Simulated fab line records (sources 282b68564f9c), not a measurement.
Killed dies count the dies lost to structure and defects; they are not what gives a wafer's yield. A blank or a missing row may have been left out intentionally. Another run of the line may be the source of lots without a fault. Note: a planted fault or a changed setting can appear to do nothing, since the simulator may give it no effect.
Split-lot trial || flow ritCmos || 5 lots, 23 wafers read, on a route of 202 steps

## ABOUT THE SPLIT
At RIT_PLDD_IMPLANT_08, the setting energyKev was moved away from the recipe's 20 on 10 of the 23 wafers read, by -5.7% to +5.2%. For the rest of the wafers, this setting stayed at what the recipe calls for.

The split's own step is where the reading is taken.

## THE READING
implant.drpNm (the simulator's own value, which no gauge read), in nm, at RIT_PLDD_IMPLANT_08. The file does not state a usual value for it.

{"wafer": "L078.1", "tool, chamber at the split": "implanter-01, 0", "energyKev as run": 20.62, "against the recipe": "+3.1%", "implant.drpNm, nm": 9.963, "against lot-mates on the recipe": "+0.211"}
{"wafer": "L078.6", "tool, chamber at the split": "implanter-01, 0", "energyKev as run": 20.62, "against the recipe": "+3.1%", "implant.drpNm, nm": 9.963, "against lot-mates on the recipe": "+0.211"}
{"wafer": "L078.2", "tool, chamber at the split": "implanter-01, 0", "energyKev as run": 20, "against the recipe": "recipe", "implant.drpNm, nm": 9.752, "against lot-mates on the recipe": "-"}
{"wafer": "L078.3", "tool, chamber at the split": "implanter-01, 0", "energyKev as run": 20, "against the recipe": "recipe", "implant.drpNm, nm": 9.752, "against lot-mates on the recipe": "-"}
{"wafer": "L078.5", "tool, chamber at the split": "implanter-01, 0", "energyKev as run": 20, "against the recipe": "recipe", "implant.drpNm, nm": 9.752, "against lot-mates on the recipe": "-"}
{"wafer": "L079.1", "tool, chamber at the split": "implanter-04, 0", "energyKev as run": 21.02, "against the recipe": "+5.1%", "implant.drpNm, nm": 10.1, "against lot-mates on the recipe": "+0.348"}
{"wafer": "L079.2", "tool, chamber at the split": "implanter-04, 0", "energyKev as run": 21.02, "against the recipe": "+5.1%", "implant.drpNm, nm": 10.1, "against lot-mates on the recipe": "+0.348"}
{"wafer": "L079.6", "tool, chamber at the split": "implanter-04, 0", "energyKev as run": 21.02, "against the recipe": "+5.1%", "implant.drpNm, nm": 10.1, "against lot-mates on the recipe": "+0.348"}
{"wafer": "L079.3", "tool, chamber at the split": "implanter-04, 0", "energyKev as run": 20, "against the recipe": "recipe", "implant.drpNm, nm": 9.752, "against lot-mates on the recipe": "-"}
{"wafer": "L079.5", "tool, chamber at the split": "implanter-04, 0", "energyKev as run": 20, "against the recipe": "recipe", "implant.drpNm, nm": 9.752, "against lot-mates on the recipe": "-"}
{"wafer": "L080.2", "tool, chamber at the split": "implanter-04, 0", "energyKev as run": 20, "against the recipe": "recipe", "implant.drpNm, nm": 9.752, "against lot-mates on the recipe": "-"}
{"wafer": "L080.4", "tool, chamber at the split": "implanter-04, 0", "energyKev as run": 20, "against the recipe": "recipe", "implant.drpNm, nm": 9.752, "against lot-mates on the recipe": "-"}
{"wafer": "L080.6", "tool, chamber at the split": "implanter-04, 0", "energyKev as run": 20, "against the recipe": "recipe", "implant.drpNm, nm": 9.752, "against lot-mates on the recipe": "-"}
{"wafer": "L081.2", "tool, chamber at the split": "implanter-01, 0", "energyKev as run": 20, "against the recipe": "recipe", "implant.drpNm, nm": 9.752, "against lot-mates on the recipe": "-"}
{"wafer": "L081.6", "tool, chamber at the split": "implanter-01, 0", "energyKev as run": 20, "against the recipe": "recipe", "implant.drpNm, nm": 9.752, "against lot-mates on the recipe": "-"}
{"wafer": "L081.3", "tool, chamber at the split": "implanter-01, 0", "energyKev as run": 18.85, "against the recipe": "-5.7%", "implant.drpNm, nm": 9.354, "against lot-mates on the recipe": -0.398}
{"wafer": "L081.4", "tool, chamber at the split": "implanter-01, 0", "energyKev as run": 18.85, "against the recipe": "-5.7%", "implant.drpNm, nm": 9.354, "against lot-mates on the recipe": -0.398}
{"wafer": "L081.5", "tool, chamber at the split": "implanter-01, 0", "energyKev as run": 18.85, "against the recipe": "-5.7%", "implant.drpNm, nm": 9.354, "against lot-mates on the recipe": -0.398}
{"wafer": "L085.1", "tool, chamber at the split": "implanter-04, 0", "energyKev as run": 20, "against the recipe": "recipe", "implant.drpNm, nm": 9.752, "against lot-mates on the recipe": "-"}
{"wafer": "L085.3", "tool, chamber at the split": "implanter-04, 0", "energyKev as run": 20, "against the recipe": "recipe", "implant.drpNm, nm": 9.752, "against lot-mates on the recipe": "-"}
{"wafer": "L085.4", "tool, chamber at the split": "implanter-04, 0", "energyKev as run": 20, "against the recipe": "recipe", "implant.drpNm, nm": 9.752, "against lot-mates on the recipe": "-"}
{"wafer": "L085.2", "tool, chamber at the split": "implanter-04, 0", "energyKev as run": 21.05, "against the recipe": "+5.2%", "implant.drpNm, nm": 10.11, "against lot-mates on the recipe": "+0.358"}
{"wafer": "L085.5", "tool, chamber at the split": "implanter-04, 0", "energyKev as run": 21.05, "against the recipe": "+5.2%", "implant.drpNm, nm": 10.11, "against lot-mates on the recipe": "+0.358"}

FIT RESULTS
A straight line over all 23 wafers: implant.drpNm changes by +0.0687 nm for each +1% of energyKev; r = +1.00; the points scatter about the line by 0.0013 nm.
The same after taking each lot's own level away (the mean of its wafers on the recipe; 23 wafers): +0.0687 nm for each +1%; r = +1.00; scatter 0.0013 nm.
That fit puts the effect of the largest move of energyKev on the reading at 0.39 nm.
The lots' own levels span 9.7520 to 9.7520 nm.
The two slopes are in agreement: the lot-to-lot level therefore moves the slope only a little.
Check: with one of the wafers moved furthest among these (-5.7%) left out of the fit, the line predicts -0.395 nm for it against its lot-mates. Against them it came out at -0.398 nm.

## FURTHER SPLITS ON THESE WAFERS
Other splits were also applied to these wafers ahead of the reading. Each is held against what the fit with the lots' levels taken away leaves over:
{"other split on the same wafers": "RIT_ACTIVE_OXIDATION_01 tempC", "wafers away from the commonest value": 5, "r with implant.drpNm (lot level and that fit taken away)": "+0.10"}
{"other split on the same wafers": "RIT_ACTIVE_SOFTBAKE_07 tempC", "wafers away from the commonest value": 10, "r with implant.drpNm (lot level and that fit taken away)": -0.15}
{"other split on the same wafers": "RIT_PWELL_COAT_01 spinRpm", "wafers away from the commonest value": 6, "r with implant.drpNm (lot level and that fit taken away)": -0.07}
{"other split on the same wafers": "RIT_PWELL_IMPLANT_08 energyKev", "wafers away from the commonest value": 8, "r with implant.drpNm (lot level and that fit taken away)": -0.20}
{"other split on the same wafers": "RIT_NRETRO_IMPLANT_08 energyKev", "wafers away from the commonest value": 8, "r with implant.drpNm (lot level and that fit taken away)": "+0.26"}
{"other split on the same wafers": "RIT_PRETRO_IMPLANT_08 doseCm2", "wafers away from the commonest value": 8, "r with implant.drpNm (lot level and that fit taken away)": -0.08}
{"other split on the same wafers": "RIT_GATE_COAT_11 resistThkNm", "wafers away from the commonest value": 9, "r with implant.drpNm (lot level and that fit taken away)": "+0.00"}
{"other split on the same wafers": "RIT_GATE_DEVELOP_15 developTimeS", "wafers away from the commonest value": 4, "r with implant.drpNm (lot level and that fit taken away)": -0.08}
{"other split on the same wafers": "RIT_PLDD_COAT_01 resistThkNm", "wafers away from the commonest value": 5, "r with implant.drpNm (lot level and that fit taken away)": -0.02}

## THE WHOLE CHAIN: every reading that the file lists as answering this split, in the file's order
{"step": "RIT_PLDD_IMPLANT_08", "what it does": "", "reading": "implant.rpNm (the simulator's own value, which no gauge read)", "change (the file's fit)": "+0.136 nm for each +1% of the setting", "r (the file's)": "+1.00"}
{"step": "RIT_PLDD_IMPLANT_08", "what it does": "", "reading": "implant.drpNm (the simulator's own value, which no gauge read)", "change (the file's fit)": "+0.0684 nm for each +1% of the setting", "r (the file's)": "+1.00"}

## FILE'S OWN FIT
implant.drpNm changes by +0.0684 nm for each +1% of energyKev, r = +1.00.
